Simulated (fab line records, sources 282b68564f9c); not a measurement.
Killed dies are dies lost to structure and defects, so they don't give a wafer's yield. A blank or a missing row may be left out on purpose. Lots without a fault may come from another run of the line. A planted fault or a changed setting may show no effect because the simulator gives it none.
fab line records | flow rit_cmos
record lots=14 wafers=42 last_day=7
route steps=202 shown GATE@95
lots that met no fault: from a run of the same line without faults
start_h: hours from the record's first day to the start of the lot's first wafer shown | wait_h: hours since the lot's step before | " the same as in the row above | L1.1+2: a row that stands for several wafers | - no value, or no start given | * or withheld: withheld | < > ~ a bound
route shown NAME@n: a module of which the file shows steps, and the number in the route of the first | usual: mean/standard deviation of fault-free wafers | same: alike in all rows | chamber/n: place in a boat | sites: the reading at each site | _std_site: their standard deviation | _edge_site: outer sites' mean less inner sites' | radius_mm: how far each site lies from the wafer's centre | mask NAME#n: copy n | behind: the tool/chamber that last shaped the wafer | hold: why the lot was held/for how many hours/how that ended | device: the transistor (n, p or np) that didn't switch | end of line: the same wafers' tests at the end of the route | a step without rows: its recipe alone | killed: dies lost to structure and defects at the first sort, not the wafer's yield | map: a wafer's dies, x killed, . not, _ none there
set.NAME: the setting as run; set.NAME@STEP: as run at that earlier step | model.NAME: the simulator's own value behind a step, which no gauge read
steps of the route over a sample of lots; a table a step, a row a wafer
## steps
# step RIT_GATE_ETCH_19
# recipe chemistry=SF6/CHF3/O2 time_s=165 SF6_flow_sccm=30 CHF3_flow_sccm=30 O2_flow_sccm=5 target=poly-Si pressure_mtorr=40 rf_w=160 target_depth_a=3125 over_etch_frac=0.25 stop_on=SiO2
# usual O2_flow_sccm=4.998/0.014 drypump_motor_current_A=5.8/0.48 oes_product_au=0.851/0.012 over_etch_frac=0.25/0 throttle_valve_pct=10.18/0.17
# columns lot.wafer tool chamber start_h wait_h O2_flow_sccm drypump_motor_current_A oes_product_au over_etch_frac rf_hours_counter_h throttle_valve_pct
L222.2 rie_si-01 3 37.35 0.1 5.003 5.9 0.868 0.25 138 10.13
L222.3 " 0 " " 5.000 5.7 0.855 0.25 0 10.09
L222.5 " 3 " " 4.975 5.9 0.867 0.25 - 10.14
L223.4 rie_si-02 0 46.43 0.1 4.999 6.7 0.837 0.25 65 10.09
L223.5 " 0 " " 4.981 6.7 0.835 0.25 - 10.08
L223.6 " 3 " " 5.017 5.6 0.840 0.25 - 10.15
L225.1 rie_si-02 0 52.54 0.1 4.989 6.7 0.848 0.25 65 10.08
L225.4 " 3 " " 5.005 5.6 0.839 0.25 1 10.16
L225.5 " 2 " " 5.015 5.6 0.844 0.25 - 10.03
L226.1 rie_si-01 3 64.37 0.1 5.005 5.9 0.870 0.25 138 10.14
L226.2 " 2 " " 5.010 4.9 0.839 0.25 76 10.34
L226.5 " 1 " " 4.988 5.6 0.863 0.25 - 10.61
L227.3 rie_si-02 2 64.51 0.1 4.969 5.6 0.841 0.25 99 10.02
L227.5 " 3 " " 4.982 5.6 0.844 0.25 - 10.15
L227.6 " 0 " " 5.018 6.7 0.850 0.25 - 10.09
L229.1 rie_si-02 3 72.50 0.1 5.002 5.6 0.848 0.25 1 10.17
L229.3 " 1 " " 5.019 5.9 0.866 0.25 136 10.08
L229.6 " 1 " " 5.015 5.9 0.852 0.25 - 10.10
L230.2 rie_si-01 1 78.34 0.1 4.999 5.6 0.856 0.25 1 10.60
L230.3 " 3 " " 4.974 5.9 0.865 0.25 138 10.14
L230.4 " 2 " " 4.998 4.9 0.828 0.25 76 10.36
L231.2 rie_si-02 3 87.32 0.1 4.993 5.6 0.848 0.25 1 10.17
L231.3 " 2 " " 4.993 5.6 0.843 0.25 99 10.02
L231.6 " 0 " " 4.981 6.7 0.855 0.25 - 10.08
L232.1 rie_si-01 3 88.23 0.1 4.999 5.9 0.863 0.25 138 10.14
L232.3 " 1 " " 5.000 5.6 0.861 0.25 1 10.59
L232.4 " 0 " " 4.985 5.7 0.852 0.25 1 10.09
L233.1 rie_si-02 2 92.43 0.1 5.002 5.6 0.853 0.25 99 10.04
L233.4 " 3 " " 4.984 5.6 0.844 0.25 2 10.16
L233.5 " 0 " " 4.995 6.7 0.842 0.25 - 10.11
L234.1 rie_si-01 3 99.23 0.1 4.999 5.9 0.867 0.25 138 10.13
L234.3 " 1 " " 4.975 5.5 0.850 0.25 1 10.61
L234.6 " 1 " " 4.997 5.6 0.866 0.25 - 10.62
L236.1 rie_si-01 1 108.64 0.1 4.986 5.6 0.793 0.38455 1 10.59
L236.3 " 2 " " 5.001 4.9 0.782 0.38455 77 10.35
L236.4 " 3 " " 5.011 5.9 0.805 0.38455 138 10.14
L238.2 rie_si-01 0 118.61 0.1 4.999 5.7 0.793 0.38455 1 10.07
L238.5 " 3 " " 4.978 5.9 0.811 0.38455 - 10.14
L238.6 " 2 " " 4.957 4.9 0.782 0.38455 - 10.35
L245.3 rie_si-02 0 153.22 0.1 5.001 6.7 0.827 0.25 66 10.09
L245.5 " 0 " " 5.011 6.7 0.826 0.25 - 10.10
L245.6 " 1 " " 5.008 5.9 0.841 0.25 - 10.08
## key
first_sign step=RIT_GATE_ETCH_19 reading=over_etch_frac direction=up sigmas=99+ usual=0.25 struck=0.38455
effect step=RIT_GATE_ETCH_19 reading=oes_product_au direction=down sigmas=4.9 usual=0.851 struck=0.794
met_at RIT_GATE_ETCH_19
struck_lots L236,L238
tester_left_out L236,L238
onset_between 99.23 108.64
fault kind=process_parameter_drift tool=rie_si-01 chamber=- onset_h=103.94 steps=RIT_GATE_ETCH_19 channel=over_etch_frac offset=0.13455 shape=step end_h=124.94 stated=0.25
# tester_left_out: of these lots the tester's yield and bins aren't shown, on N5 and GAA mostly nor the transistor test; their killed dies are dies lost to structure and defects alone, not to doping, threshold or leakage, so they don't give the yield
